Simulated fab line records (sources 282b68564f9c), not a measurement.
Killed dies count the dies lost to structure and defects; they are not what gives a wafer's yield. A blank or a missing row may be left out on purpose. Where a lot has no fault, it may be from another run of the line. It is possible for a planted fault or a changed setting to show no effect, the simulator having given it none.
Split-lot study || flow rit_cmos || on a route of 202 steps: 5 lots, 23 wafers read

## ON THE SPLIT
At RIT_GATE_DEVELOP_15 (develop time 50 s), the setting develop_time_s was moved away from the recipe's 50 s on 4 of the 23 wafers read, by +4.0% to +10.5%. For the rest of the wafers, this setting stayed at what the recipe calls for.

## FROM THE SPLIT TO THE READING: what the file shows between them, 3 steps
- RIT_GATE_HARDBAKE_18: time 60 s
- RIT_GATE_ETCH_19: etches poly-Si in SF6/CHF3/O2, stops on SiO2, time 165 s, target depth 312.5 nm (also split here: over_etch_frac)
- RIT_GATE_STRIP_20: strips in O2, time 180 s

## THE READING
cd_nm (nm) at RIT_GATE_CD_MEAS_90, where the cd target is 150 nm. Typical for fault-free wafers on this fab line: 150.7 nm, with standard deviation 1.4 nm.

{"wafer": "L076.1", "tool, chamber at the split": "litho_track-01, 0", "develop_time_s as run, s": 50, "against the recipe": "recipe", "cd_nm, nm": 149.4, "against lot-mates on the recipe": "-"}
{"wafer": "L076.3", "tool, chamber at the split": "litho_track-01, 0", "develop_time_s as run, s": 50, "against the recipe": "recipe", "cd_nm, nm": 152.2, "against lot-mates on the recipe": "-"}
{"wafer": "L076.6", "tool, chamber at the split": "litho_track-01, 0", "develop_time_s as run, s": 50, "against the recipe": "recipe", "cd_nm, nm": 150.5, "against lot-mates on the recipe": "-"}
{"wafer": "L077.1", "tool, chamber at the split": "litho_track-04, 0", "develop_time_s as run, s": 50, "against the recipe": "recipe", "cd_nm, nm": 151.3, "against lot-mates on the recipe": "-"}
{"wafer": "L077.3", "tool, chamber at the split": "litho_track-04, 0", "develop_time_s as run, s": 50, "against the recipe": "recipe", "cd_nm, nm": 151.0, "against lot-mates on the recipe": "-"}
{"wafer": "L077.4", "tool, chamber at the split": "litho_track-04, 0", "develop_time_s as run, s": 50, "against the recipe": "recipe", "cd_nm, nm": 152.9, "against lot-mates on the recipe": "-"}
{"wafer": "L077.5", "tool, chamber at the split": "litho_track-04, 0", "develop_time_s as run, s": 50, "against the recipe": "recipe", "cd_nm, nm": 151.1, "against lot-mates on the recipe": "-"}
{"wafer": "L077.6", "tool, chamber at the split": "litho_track-04, 0", "develop_time_s as run, s": 50, "against the recipe": "recipe", "cd_nm, nm": 148.3, "against lot-mates on the recipe": "-"}
{"wafer": "L078.1", "tool, chamber at the split": "litho_track-02, 0", "develop_time_s as run, s": 55.23, "against the recipe": "+10.5%", "cd_nm, nm": 134.6, "against lot-mates on the recipe": -17.7}
{"wafer": "L078.2", "tool, chamber at the split": "litho_track-02, 0", "develop_time_s as run, s": 55.23, "against the recipe": "+10.5%", "cd_nm, nm": 138.3, "against lot-mates on the recipe": -14.0}
{"wafer": "L078.3", "tool, chamber at the split": "litho_track-02, 0", "develop_time_s as run, s": 50, "against the recipe": "recipe", "cd_nm, nm": 151.2, "against lot-mates on the recipe": "-"}
{"wafer": "L078.4", "tool, chamber at the split": "litho_track-02, 0", "develop_time_s as run, s": 50, "against the recipe": "recipe", "cd_nm, nm": 154.7, "against lot-mates on the recipe": "-"}
{"wafer": "L078.5", "tool, chamber at the split": "litho_track-02, 0", "develop_time_s as run, s": 50, "against the recipe": "recipe", "cd_nm, nm": 151.0, "against lot-mates on the recipe": "-"}
{"wafer": "L080.1", "tool, chamber at the split": "litho_track-01, 0", "develop_time_s as run, s": 50, "against the recipe": "recipe", "cd_nm, nm": 157.0, "against lot-mates on the recipe": "-"}
{"wafer": "L080.2", "tool, chamber at the split": "litho_track-01, 0", "develop_time_s as run, s": 50, "against the recipe": "recipe", "cd_nm, nm": 150.9, "against lot-mates on the recipe": "-"}
{"wafer": "L080.3", "tool, chamber at the split": "litho_track-01, 0", "develop_time_s as run, s": 50, "against the recipe": "recipe", "cd_nm, nm": 156.8, "against lot-mates on the recipe": "-"}
{"wafer": "L080.5", "tool, chamber at the split": "litho_track-01, 0", "develop_time_s as run, s": 50, "against the recipe": "recipe", "cd_nm, nm": 151.5, "against lot-mates on the recipe": "-"}
{"wafer": "L080.6", "tool, chamber at the split": "litho_track-01, 0", "develop_time_s as run, s": 50, "against the recipe": "recipe", "cd_nm, nm": 158.2, "against lot-mates on the recipe": "-"}
{"wafer": "L084.1", "tool, chamber at the split": "litho_track-04, 0", "develop_time_s as run, s": 50, "against the recipe": "recipe", "cd_nm, nm": 145.4, "against lot-mates on the recipe": "-"}
{"wafer": "L084.2", "tool, chamber at the split": "litho_track-04, 0", "develop_time_s as run, s": 50, "against the recipe": "recipe", "cd_nm, nm": 148.0, "against lot-mates on the recipe": "-"}
{"wafer": "L084.3", "tool, chamber at the split": "litho_track-04, 0", "develop_time_s as run, s": 52.02, "against the recipe": "+4.0%", "cd_nm, nm": 138.1, "against lot-mates on the recipe": -10.3}
{"wafer": "L084.4", "tool, chamber at the split": "litho_track-04, 0", "develop_time_s as run, s": 50, "against the recipe": "recipe", "cd_nm, nm": 151.9, "against lot-mates on the recipe": "-"}
{"wafer": "L084.5", "tool, chamber at the split": "litho_track-04, 0", "develop_time_s as run, s": 52.02, "against the recipe": "+4.0%", "cd_nm, nm": 145.0, "against lot-mates on the recipe": -3.4}

THE FIT
A straight line over all 23 wafers: cd_nm changes by -1.57 nm for each +1% of develop_time_s; r = -0.83; the points scatter about the line by 3.4 nm.
The same after taking each lot's own level away (the mean of its wafers on the recipe; 23 wafers): -1.53 nm for each +1%; r = -0.90; scatter 2.4 nm.
That fit puts the effect of the largest move of develop_time_s on the reading at 16 nm.
Across the lots, their own levels run from 148.43 to 154.88 nm, a range of 4.6 times the standard deviation given above.
The two slopes are in agreement: the lot-to-lot level therefore moves the slope only a little.
Check: with one of the wafers moved furthest among these (+10.5%) left out of the fit, the line predicts -14.9 nm for it against its lot-mates. Against them it came out at -17.7 nm.

## ADDITIONAL SPLITS CARRIED BY THESE WAFERS
Note: prior to the reading, these wafers also went through further splits. Each is held against what the fit with the lots' levels taken away leaves over:
{"other split on the same wafers": "RIT_ACTIVE_EXPOSE_08 dose_mj", "wafers away from the commonest value": 5, "r with cd_nm (lot level and that fit taken away)": "+0.28"}
{"other split on the same wafers": "RIT_ACTIVE_DEVELOP_10 develop_time_s", "wafers away from the commonest value": 9, "r with cd_nm (lot level and that fit taken away)": "+0.06"}
{"other split on the same wafers": "RIT_ACTIVE_ETCH_13 over_etch_frac", "wafers away from the commonest value": 10, "r with cd_nm (lot level and that fit taken away)": "+0.14"}
{"other split on the same wafers": "RIT_NWELL_IMPLANT_08 dose_cm2", "wafers away from the commonest value": 8, "r with cd_nm (lot level and that fit taken away)": "+0.18"}
{"other split on the same wafers": "RIT_PWELL_DEVELOP_05 dev_temp_c", "wafers away from the commonest value": 11, "r with cd_nm (lot level and that fit taken away)": "+0.22"}
{"other split on the same wafers": "RIT_GATE_OXIDATION_05 ox_time_s", "wafers away from the commonest value": 10, "r with cd_nm (lot level and that fit taken away)": "+0.01"}
{"other split on the same wafers": "RIT_GATE_COAT_11 resist_thk_nm", "wafers away from the commonest value": 9, "r with cd_nm (lot level and that fit taken away)": "+0.57"}
{"other split on the same wafers": "RIT_GATE_ETCH_19 over_etch_frac", "wafers away from the commonest value": 11, "r with cd_nm (lot level and that fit taken away)": -0.06}

## THE WHOLE CHAIN: every reading that the file lists as answering this split, in the file's order
{"step": "RIT_GATE_ETCH_19", "what it does": "etches poly-Si in SF6/CHF3/O2, stops on SiO2, time 165 s, target depth 312.5 nm", "reading": "GATE.cd_nm (the simulator's own value, which no gauge read)", "change (the file's fit)": "-1.52 nm for each +1% of the setting", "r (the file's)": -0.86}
{"step": "RIT_GATE_CD_MEAS_90", "what it does": "target cd 150 nm", "reading": "cd_nm", "change (the file's fit)": "-1.54 nm for each +1% of the setting", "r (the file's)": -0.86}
{"step": "RIT_M1_PROBE_99", "what it does": "", "reading": "etest.nmos_0p15.drive_ua_um (the simulator's own value, which no gauge read)", "change (the file's fit)": "+6.17 for each +1% of the setting", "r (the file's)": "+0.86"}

## FILE'S OWN FIT
cd_nm changes by -1.54 nm for each +1% of develop_time_s, r = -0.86.
